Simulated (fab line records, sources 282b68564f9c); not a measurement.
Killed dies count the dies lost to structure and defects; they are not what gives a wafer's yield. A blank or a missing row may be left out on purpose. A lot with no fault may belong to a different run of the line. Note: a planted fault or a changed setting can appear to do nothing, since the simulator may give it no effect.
Split-lot study -- flow rit cmos -- 23 wafers read across 5 lots, on a route 202 steps long

THE SPLIT
At RIT_GATE_ETCH_19 (etches poly-Si in SF6/CHF3/O2, stops on SiO2, time 165 s, target depth 312.5 nm), the setting rf w was moved away from the recipe's 160 W on 8 of the 23 wafers read, by +4.9% to +10.3%. All remaining wafers had this setting at the recipe value.

The reading comes from the split's own step.

THE READING
NOVOLAK_of_GATE_COAT_11.thk nm (the simulator's own value, which no gauge read), in nm, at RIT_GATE_ETCH_19 (etches poly-Si in SF6/CHF3/O2, stops on SiO2, time 165 s, target depth 312.5 nm). No usual value for it is given in the file. Across the 15 wafers here that went through the recipe, the average is 670.0 nm and the standard deviation 2.3 nm.

wafer,"tool, chamber at the split","rf w as run, W",against the recipe,"NOVOLAK_of_GATE_COAT_11.thk nm, nm",against lot-mates on the recipe
L076.1,"rie si-01, 2",176.4,+10.3%,660.7,-12.0
L076.2,"rie si-01, 3",160,recipe,671.6,-
L076.3,"rie si-01, 0",160,recipe,673.8,-
L076.4,"rie si-01, 2",176.4,+10.3%,658.5,-14.2
L076.6,"rie si-01, 0",176.4,+10.3%,664.2,-8.5
L081.1,"rie si-02, 2",167.8,+4.9%,658.2,-9.8
L081.2,"rie si-02, 0",167.8,+4.9%,662.6,-5.4
L081.4,"rie si-02, 3",167.8,+4.9%,662.4,-5.6
L081.5,"rie si-02, 1",160,recipe,669.6,-
L081.6,"rie si-02, 0",160,recipe,666.5,-
L082.1,"rie si-01, 1",160,recipe,672.6,-
L082.2,"rie si-01, 3",160,recipe,671.4,-
L082.3,"rie si-01, 2",160,recipe,670.7,-
L082.5,"rie si-01, 2",160,recipe,670.3,-
L082.6,"rie si-01, 1",160,recipe,671.9,-
L084.2,"rie si-01, 1",160,recipe,669.9,-
L084.3,"rie si-01, 2",160,recipe,668.2,-
L084.4,"rie si-01, 0",160,recipe,671.4,-
L085.1,"rie si-02, 1",160,recipe,668.8,-
L085.3,"rie si-02, 3",160,recipe,668.2,-
L085.4,"rie si-02, 1",169.4,+5.9%,662.3,-4.9
L085.5,"rie si-02, 2",160,recipe,664.7,-
L085.6,"rie si-02, 3",169.4,+5.9%,663.1,-4.1

THE FIT
A straight line over all 23 wafers: NOVOLAK_of_GATE_COAT_11.thk nm changes by -1.02 nm for each +1% of rf w; r = -0.82; the points scatter about the line by 2.8 nm.
The same after taking each lot's own level away (the mean of its wafers on the recipe; 23 wafers): -1.12 nm for each +1%; r = -0.92; scatter 1.8 nm.
On that fit, the largest move of rf w shifts the reading by 11 nm.
The span of the lots' own levels, 667.23 to 672.70 nm, comes to 2.4 times the standard deviation stated above.
The two slopes agree, so the slope changes little with the lot-to-lot level.
Check: -11.3 nm against its lot-mates is what the line predicts for one of the wafers moved furthest among these (+10.3%) when that wafer is left out of the fit. Against them it came out at -12 nm.

OTHER SPLITS APPLIED TO THESE WAFERS
Note: prior to the reading, these wafers also went through further splits. Each is held against what the fit with the lots' levels taken away leaves over:
other split on the same wafers,wafers away from the commonest value,r with NOVOLAK_of_GATE_COAT_11.thk nm (lot level and that fit taken away)
RIT_ACTIVE_OXIDATION_01 ox time s,15,-0.30
RIT_ACTIVE_DEVELOP_10 develop time s,7,+0.05
RIT_PWELL_COAT_01 spin rpm,6,+0.08
RIT_PWELL_HARDBAKE_07 temp c,7,-0.14
RIT_NRETRO_COAT_01 resist thk nm,10,-0.47
RIT_NRETRO_DEVELOP_05 develop time s,7,-0.31
RIT_GATE_EXPOSE_13 dose mj,9,+0.14

THE FILE'S OWN FIT
NOVOLAK_of_GATE_COAT_11.thk nm changes by -1.1 nm for each +1% of rf w, r = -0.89.
